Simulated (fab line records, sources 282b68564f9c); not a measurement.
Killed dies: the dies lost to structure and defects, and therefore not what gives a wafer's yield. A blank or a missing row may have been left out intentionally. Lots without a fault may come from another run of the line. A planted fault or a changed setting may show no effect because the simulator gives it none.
Struck lot and sound lot, side by side / flow rit_cmos / 19 out of 202 route steps
Sound: wafers L747.1, L747.2, L747.5. Struck: wafers L741.1, L741.3, L741.5. At the end, the cause is stated.
Order at every step that has rows: each side's tool, ch and its chambers, its first start. Under that, the readings that differ: sound wafers / struck wafers / difference of the means / sigmas: that difference in standard deviations of wafers without a fault.
alike: readings whose means differ by less than 2 such deviations, and words and numbers that are the same on both sides. not compared: withheld readings, readings that some wafer has no value for, bounds like >300 that may hide the same value, and numbers for which the record gives no deviation and whose values overlap.
A row with sigmas, a row that says differs or no value, or rows on one side alone: a step with any of these is where the two part. When numbers do not overlap yet have no deviation, they are printed without sigmas and do not part them. A reading that every wafer of one side lacks parts them only if that side has two wafers or more.

first, 6 steps without rows for these wafers: RIT_NWELL_HMDS_00 (prime time 60 s); RIT_NWELL_COAT_01 (resist thk 1300 nm); RIT_NWELL_SOFTBAKE_02 (time 60 s); RIT_NWELL_EXPOSE_03 (exposes mask M2, target cd 43900 nm); RIT_NWELL_PEB_04; RIT_NWELL_DEVELOP_05 (develop time 68 s).
RIT_NWELL_OVL_MEAS_06:
  struck on overlay-01, day 4 08:11; sound on overlay-01, day 5 14:59
  alike: NWELL_OVL
then, 2 steps without rows for these wafers: RIT_NWELL_HARDBAKE_07 (time 120 s); RIT_NWELL_IMPLANT_08.
RIT_NWELL_STRIP_09: strips in O2, time 180 s.
  sound on plasma_asher-03 ch 0,1, day 5 15:44; struck on plasma_asher-03 ch 0,1, day 4 08:37
  alike: drypump_motor_current_A
  not compared: rf_hours_counter_h
RIT_NWELL_TW_MEAS_10:
  struck on film_metro-02, day 4 08:47; sound on film_metro-04, day 5 15:55
  alike: NWELL_TW
then, 1 step without rows for these wafers: RIT_PWELL_HMDS_00 (prime time 60 s).
RIT_PWELL_COAT_01: resist thk 1300 nm.
  sound on litho_track-01 ch 0, day 5 16:07; struck on litho_track-03, day 4 09:00
  no value came back on the struck wafers for chill_plate_temp_C (C), dispense_pressure_kPa (kPa); on the sound wafers chill_plate_temp_C (C) reads 22.95 22.90 22.97
then, 4 steps without rows for these wafers: RIT_PWELL_SOFTBAKE_02 (time 60 s); RIT_PWELL_EXPOSE_03 (exposes mask M3, target cd 43700 nm); RIT_PWELL_PEB_04; RIT_PWELL_DEVELOP_05 (develop time 68 s).
RIT_PWELL_OVL_MEAS_06:
  struck on overlay-01, day 4 09:52; sound on overlay-01, day 5 16:58
reading=PWELL_OVL (nm); sound=-1.1 -1.3 0.4; struck=- - -; difference=no value on the struck wafers; sigmas=
then, 1 step without rows for these wafers: RIT_PWELL_HARDBAKE_07 (time 120 s).

WHERE THEY PART
At RIT_PWELL_COAT_01 first; at RIT_PWELL_OVL_MEAS_06 last (within this record only).

WHY: whatever the simulator had introduced
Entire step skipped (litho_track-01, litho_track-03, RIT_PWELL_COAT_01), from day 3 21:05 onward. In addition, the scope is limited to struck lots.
